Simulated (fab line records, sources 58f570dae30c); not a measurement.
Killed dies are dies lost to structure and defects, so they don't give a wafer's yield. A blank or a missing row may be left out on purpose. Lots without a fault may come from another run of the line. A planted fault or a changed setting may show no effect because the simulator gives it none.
One fault seen from 2 desks | flow berkeley_cmos170 | each desk has only its own numbers; what lay behind them comes last

THE METROLOGY DESK
What the gauges read, lot by lot, whatever tool the lot ran on: means of the sampled wafers that have a number. A lot is out of limits, marked OUT, if its mean lies more than 4 standard deviations from the usual mean; the brackets give that distance.
Columns: A = PFIELD_TW at UCB170_PFIELD_TW_MEAS_09, usual 602; B = NVT_TW at UCB170_NVT_TW_MEAS_09, usual 520.5
lot  | first seen here | A   | B
L979 | day 4 22:00     | 605 | 519.2
L978 | day 4 22:28     | 605 | 520.6
L982 | day 5 11:42     | 598 | 523.3
L981 | day 5 11:58     | 602 | 516.9
L990 | day 7 05:10     | 608 | 519.0
L989 | day 7 05:41     | 605 | 517.4
L988 | day 7 05:52     | 601 | 519.3
L991 | day 7 16:46     | 602 | 520.4
L995 | day 8 23:32     | 604 | 521.2
L996 | day 8 23:51     | 606 | 520.8
L100 | day 9 09:57     | 596 | 521.5
L999 | day 9 10:01     | 602 | 521.7
L101 | day 9 10:13     | 598 | 522.0
L997 | day 9 10:29     | 597 | 517.3
This desk's finding: nothing out of limits on any of the 14 lots.

THE TOOL OWNER'S DESK: litho_track-03
The tool's own readings at UCB170_ZERO_HMDS_00 (prime time 60 s): means of the sampled wafers that have a number, for each lot that ran on this tool. A lot is out of limits, marked OUT, if its mean lies more than 4 standard deviations from the usual mean; the brackets give that distance.
Columns: A = prime_temp_c at UCB170_ZERO_HMDS_00, usual 100.00 C
lot  | first seen here | A
L982 | day 2 14:49     | 100.05
L988 | day 4 00:36     | 95.90 (-32) OUT
L989 | day 4 05:08     | 95.90 (-32) OUT
This desk's finding: out of limits on L988, L989; first on L988, day 4 00:36 (prime_temp_c at UCB170_ZERO_HMDS_00). In limits: L982.

PUT TOGETHER
The tool owner's desk could have raised an alarm at day 4 00:36, on L988, L989.
The metrology desk saw nothing out of limits.
The metrology desk has L988, L989 on record, within its limits.
Of the lots named, all ran UCB170_ZERO_HMDS_00 on litho_track-03.

WHAT THE SIMULATOR HAD PUT IN
Process parameter drift: litho_track-03, from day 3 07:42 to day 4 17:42, at UCB170_ZERO_HMDS_00. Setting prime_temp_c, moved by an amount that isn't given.
Lots struck among those shown: L988, L989.
Hours from the fault's start to each desk's first reading out of limits: the tool owner's desk, 17.
